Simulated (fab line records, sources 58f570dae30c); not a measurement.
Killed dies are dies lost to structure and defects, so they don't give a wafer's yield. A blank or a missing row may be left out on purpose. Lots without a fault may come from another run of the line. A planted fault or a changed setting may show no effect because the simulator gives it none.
Which tool did it? | flow berkeley_cmos170 | 14 lots, 42 wafers sampled, at 2 steps of a route of 331

WHAT THE GAUGES READ, wafer by wafer
UCB170_PVT_TW_MEAS_09.
lot  | measured     | on            | PVT_TW
L265 | day 5 14:16  | film_metro-03 | 502 500 499
L266 | day 5 14:23  | film_metro-02 | 509 508 507
L268 | day 5 18:01  | film_metro-02 | 507 510 512
L267 | day 5 18:26  | film_metro-02 | 509 509 510
L273 | day 7 04:51  | film_metro-02 | 510 507 508
L272 | day 7 04:53  | film_metro-03 | 502 501 500
L274 | day 7 16:35  | film_metro-03 | 503 503 501
L275 | day 7 21:09  | film_metro-03 | 503 501 501
L277 | day 8 13:26  | film_metro-02 | 507 504 506
L278 | day 8 14:13  | film_metro-03 | 504 502 503
L281 | day 9 03:49  | film_metro-03 | 501 505 501
L280 | day 9 04:05  | film_metro-03 | 504 502 504
L285 | day 10 03:26 | film_metro-01 | 515 515 513
L288 | day 10 15:41 | film_metro-03 | 503 505 503

WHICH TOOL RAN EACH LOT (tool, then ch and the chambers of the sampled wafers, then the start)
lot  | UCB170_PVT_STRIP_08
L265 | plasma_asher-02 ch 0,1, day 5 14:09
L266 | plasma_asher-04 ch 0,1, day 5 14:16
L268 | plasma_asher-02 ch 0,1, day 5 17:55
L267 | plasma_asher-02 ch 0,1, day 5 18:22
L273 | plasma_asher-01 ch 0,1, day 7 04:45
L272 | plasma_asher-04 ch 0,1, day 7 04:48
L274 | plasma_asher-02 ch 0,1, day 7 16:30
L275 | plasma_asher-01 ch 0,1, day 7 21:04
L277 | plasma_asher-04 ch 0,1, day 8 13:20
L278 | plasma_asher-02 ch 0,1, day 8 14:07
L281 | plasma_asher-04 ch 0,1, day 9 03:44
L280 | plasma_asher-01 ch 0,1, day 9 03:59
L285 | plasma_asher-02 ch 0,1, day 10 03:21
L288 | plasma_asher-01 ch 0,1, day 10 15:35
- UCB170_PVT_STRIP_08: strips in O2.

WHAT THE TOOLS THEMSELVES READ (means of the sampled wafers that have a number; where no wafer has one, the mark that the record gives instead)
UCB170_PVT_STRIP_08.
lot  | tool            | drypump_motor_current_A (A) | oes_product_au (a.u.) | strip_time_to_endpoint_s (s)
L265 | plasma_asher-02 | 5.8                         | 0.735                 | 21.66
L266 | plasma_asher-04 | 5.9                         | 0.736                 | 21.71
L268 | plasma_asher-02 | 6.1                         | 0.737                 | 21.62
L267 | plasma_asher-02 | 6.2                         | 0.738                 | 21.64
L273 | plasma_asher-01 | 5.3                         | 0.737                 | 21.67
L272 | plasma_asher-04 | 5.5                         | 0.731                 | 21.73
L274 | plasma_asher-02 | 5.8                         | 0.735                 | 21.62
L275 | plasma_asher-01 | 5.3                         | 0.732                 | 21.66
L277 | plasma_asher-04 | 5.9                         | 0.737                 | 21.70
L278 | plasma_asher-02 | 5.8                         | 0.736                 | 21.70
L281 | plasma_asher-04 | 5.5                         | 0.731                 | 21.71
L280 | plasma_asher-01 | 5.3                         | 0.734                 | 21.70
L285 | plasma_asher-02 | 5.8                         | 0.733                 | 21.61
L288 | plasma_asher-01 | 5.4                         | 0.733                 | 21.71

THE ANSWER, worked out from the rows above alone
Rule: what is usual is taken from the lots themselves. Put in order of their means at a reading, lots are off if they are a third of the lots or fewer, leave a main group of 4 or more, and stand apart from it by a gap of 3 or more times the standard deviation of the main group's means; of several such gaps the widest counts. A main group whose means are all the same, to the digits that the tables above print for the reading, isn't used. A lot without any number at a reading at which 4 lots or more have one is off too. The other lots that the step has rows for count as sound. The gauges are gone through in route order, then the tools' own readings, and for those a lot's mean is taken as printed above. The first step at which some lot is off is used, and at that step the reading that is off furthest; a lot without a number counts as furthest.
No lot is off at any reading shown: from this, nothing can be told.

WHAT THE SIMULATOR HAD PUT IN
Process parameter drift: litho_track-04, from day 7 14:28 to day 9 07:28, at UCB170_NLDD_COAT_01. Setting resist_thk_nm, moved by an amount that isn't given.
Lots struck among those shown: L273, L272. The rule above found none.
